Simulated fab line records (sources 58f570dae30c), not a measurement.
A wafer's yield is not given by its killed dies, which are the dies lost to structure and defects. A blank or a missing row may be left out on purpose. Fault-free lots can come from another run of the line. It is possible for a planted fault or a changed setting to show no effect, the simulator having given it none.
Which tool did it?    flow berkeley cmos170    42 wafers from 14 lots sampled at 5 of the route's 331 steps

== WHAT EACH GAUGE READ, for each wafer ==
UCB170_M2_CD_MEAS_90: target cd 700 nm.
lot   measured      on         cd nm (nm)
L981  day 8 10:16   cd sem-02  694.9 695.6 695.6
L983  day 9 01:46   cd sem-01  699.4 698.7 700.8
L985  day 9 05:44   cd sem-02  702.9 703.0 700.6
L987  day 9 09:47   cd sem-02  698.5 696.3 695.9
L986  day 9 11:32   cd sem-02  697.7 698.3 694.9
L988  day 9 19:22   cd sem-01  700.0 701.5 700.3
L992  day 10 09:41  cd sem-02  695.3 692.7 697.0
L993  day 10 19:18  cd sem-01  701.3 698.5 699.0
L998  day 11 08:56  cd sem-01  692.5 695.7 693.5
L997  day 11 10:25  cd sem-01  701.5 697.3 699.1
L995  day 11 12:06  cd sem-02  700.4 701.6 695.4
L999  day 12 03:19  cd sem-02  699.2 702.4 699.7
L104  day 12 23:34  cd sem-02  699.3 699.4 696.5
L102  day 13 00:17  cd sem-02  698.9 696.5 696.8

UCB170_V2_BOW_MEAS_03.
lot   measured      on             V2_BOW (um)
L981  day 8 10:53   film metro-04  38 28 34
L983  day 9 02:24   film metro-04  36 48 47
L985  day 9 06:29   film metro-03  27 36 24
L987  day 9 10:25   film metro-01  36 36 47
L986  day 9 12:10   film metro-03  26 29 33
L988  day 9 20:04   film metro-03  43 34 28
L992  day 10 10:19  film metro-01  50 55 49
L993  day 10 19:56  film metro-04  19 31 45
L998  day 11 09:34  film metro-04  46 43 34
L997  day 11 11:02  film metro-03  32 49 42
L995  day 11 12:44  film metro-03  37 31 25
L999  day 12 03:57  film metro-04  22 30 29
L104  day 13 00:12  film metro-03  34 30 29
L102  day 13 00:55  film metro-04  45 37 39

== WHICH TOOL RAN EACH LOT (tool, then ch and the chambers of the sampled wafers, then the start) ==
lot   UCB170_CONTACT_STRIP_19               UCB170_V1_ETCH_14                   UCB170_V1_STRIP_15
L981  plasma asher-03 ch 0,1, day 7 23:43   rie diel-01 ch 0,1,3, day 8 07:08   plasma asher-01 ch 0,1, day 8 07:19
L983  plasma asher-04 ch 0,1, day 8 14:22   rie diel-01 ch 1,2,3, day 8 22:55   plasma asher-04 ch 0,1, day 8 23:08
L985  plasma asher-04 ch 0,1, day 8 18:22   rie diel-03 ch 0,1, day 9 02:44     plasma asher-01 ch 0,1, day 9 02:57
L987  plasma asher-02 ch 0,1, day 9 00:56   rie diel-04 ch 0,1,3, day 9 06:27   plasma asher-01 ch 0,1, day 9 06:40
L986  plasma asher-03 ch 1, day 9 01:21     rie diel-03 ch 2,3, day 9 07:48     plasma asher-04 ch 0,1, day 9 07:59
L988  plasma asher-03 ch 0,1, day 9 09:02   rie diel-01 ch 1,2,3, day 9 16:08   plasma asher-04 ch 0,1, day 9 16:16
L992  plasma asher-04 ch 0, day 9 23:29     rie diel-04 ch 0,2,3, day 10 06:07  plasma asher-04 ch 0,1, day 10 06:17
L993  plasma asher-03 ch 0, day 10 09:27    rie diel-03 ch 1,3, day 10 16:12    plasma asher-03 ch 0,1, day 10 16:28
L998  plasma asher-03 ch 1, day 10 23:41    rie diel-03 ch 1,3, day 11 05:49    plasma asher-04 ch 0,1, day 11 06:00
L997  plasma asher-03 ch 0,1, day 10 23:56  rie diel-04 ch 0,1,3, day 11 07:26  plasma asher-01 ch 1, day 11 07:37
L995  plasma asher-02 ch 0,1, day 11 02:45  rie diel-04 ch 0,1,3, day 11 09:07  plasma asher-01 ch 0,1, day 11 09:19
L999  plasma asher-03 ch 0,1, day 11 14:06  rie diel-01 ch 0,1, day 12 00:22    plasma asher-03 ch 0,1, day 12 00:32
L104  plasma asher-03 ch 0,1, day 12 10:49  rie diel-03 ch 1,2,3, day 12 20:13  plasma asher-04 ch 0,1, day 12 20:24
L102  plasma asher-03 ch 0,1, day 12 13:17  rie diel-01 ch 1,2,3, day 12 20:29  plasma asher-01 ch 0,1, day 12 20:40
- UCB170_CONTACT_STRIP_19: strips in O2.
- UCB170_V1_ETCH_14: etches SiO2 in CHF3/CF4/Ar, stops on Al, target depth 1250 nm, time 291 s.
- UCB170_V1_STRIP_15: strips in O2.

== WHAT THE TOOLS THEMSELVES READ (means of the sampled wafers that have a number; where no wafer has one, the mark that the record gives instead) ==
UCB170_CONTACT_STRIP_19.
lot   tool             drypump motor current A (A)  oes product au (a.u.)
L981  plasma asher-03  5.5                          0.723
L983  plasma asher-04  5.6                          0.721
L985  plasma asher-04  5.6                          0.724
L987  plasma asher-02  5.6                          0.725
L986  plasma asher-03  5.7                          0.723
L988  plasma asher-03  5.5                          0.726
L992  plasma asher-04  5.3                          0.724
L993  plasma asher-03  5.3                          0.729
L998  plasma asher-03  5.7                          0.724
L997  plasma asher-03  5.4                          0.726
L995  plasma asher-02  6.0                          0.722
L999  plasma asher-03  5.4                          0.722
L104  plasma asher-03  5.4                          0.724
L102  plasma asher-03  5.6                          0.726

UCB170_V1_ETCH_14.
lot   tool         drypump motor current A (A)  oes product au (a.u.)  run length s (s)  throttle valve pct (%)
L981  rie diel-01  5.5                          0.875                  319.3             7.01
L983  rie diel-01  5.9                          0.880                  319.2             6.99
L985  rie diel-03  5.9                          0.892                  319.6             6.99
L987  rie diel-04  5.6                          0.869                  319.3             6.89
L986  rie diel-03  6.1                          0.873                  319.9             7.01
L988  rie diel-01  5.9                          0.877                  319.5             6.99
L992  rie diel-04  6.0                          0.875                  319.0             6.93
L993  rie diel-03  6.1                          0.885                  319.6             6.99
L998  rie diel-03  6.1                          0.886                  319.5             7.01
L997  rie diel-04  5.7                          0.906                  309.2             6.89
L995  rie diel-04  5.7                          0.913                  309.4             6.89
L999  rie diel-01  5.3                          0.865                  318.9             6.99
L104  rie diel-03  5.9                          0.877                  319.5             7.01
L102  rie diel-01  5.9                          0.863                  319.1             7.01

UCB170_V1_STRIP_15.
lot   tool             drypump motor current A (A)  oes product au (a.u.)  strip time to endpoint s (s)
L981  plasma asher-01  5.5                          0.725                  15.38
L983  plasma asher-04  5.9                          0.727                  15.35
L985  plasma asher-01  5.5                          0.724                  15.32
L987  plasma asher-01  5.5                          0.722                  15.24
L986  plasma asher-04  5.9                          0.721                  15.20
L988  plasma asher-04  5.6                          0.722                  15.46
L992  plasma asher-04  5.9                          0.721                  15.25
L993  plasma asher-03  5.6                          0.718                  15.17
L998  plasma asher-04  5.9                          0.722                  15.21
L997  plasma asher-01  5.4                          0.725                  15.62
L995  plasma asher-01  5.5                          0.722                  15.54
L999  plasma asher-03  5.4                          0.725                  15.41
L104  plasma asher-04  5.6                          0.720                  15.28
L102  plasma asher-01  5.5                          0.719                  15.41

== THE ANSWER, worked out from the rows above alone ==
Rule: usual is defined by the lots themselves. The widest of any qualifying gaps counts: lots, ordered by their means at a reading, are off when they make up no more than a third of the lots, leave a main group of 4 or more, and stand apart from it by 3 or more times the standard deviation of that group's means. Not used: any main group whose means are identical at the precision the tables above print for the reading. Also off: a lot with no number at a reading for which 4 or more lots have one. All remaining lots with rows at the step are treated as sound. After the gauges, taken in route order, come the tools' own readings; for these a lot's mean is taken, as printed above. At the first step where some lot is off, the reading lying furthest off is the one used; lots without a number count as furthest.
Off: L997, L995 (UCB170_V1_ETCH_14, run length s). The main group: mean 319.4 s, standard deviation 0.27.
If a tool, at that step or one of the process steps before it, ran each lot that is off and ran no sound lot following the first of them, it fits. One fits: rie diel-04 at UCB170_V1_ETCH_14. Its last sound lot is L992 (day 10 06:07), its first lot that is off L997 (day 11 07:26): a fault that began between those two fits.
On the lots that are off, the tool's own readings at UCB170_V1_ETCH_14 differ by more than 5 times the standard deviation of the sound lots' means, which bears it out; run length s reads 309.3 s there versus 319.4 s on the sound lots.

== WHAT WAS PUT IN BY THE SIMULATOR ==
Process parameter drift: rie diel-04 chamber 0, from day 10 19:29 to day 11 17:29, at UCB170_V1_ETCH_14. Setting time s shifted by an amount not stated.
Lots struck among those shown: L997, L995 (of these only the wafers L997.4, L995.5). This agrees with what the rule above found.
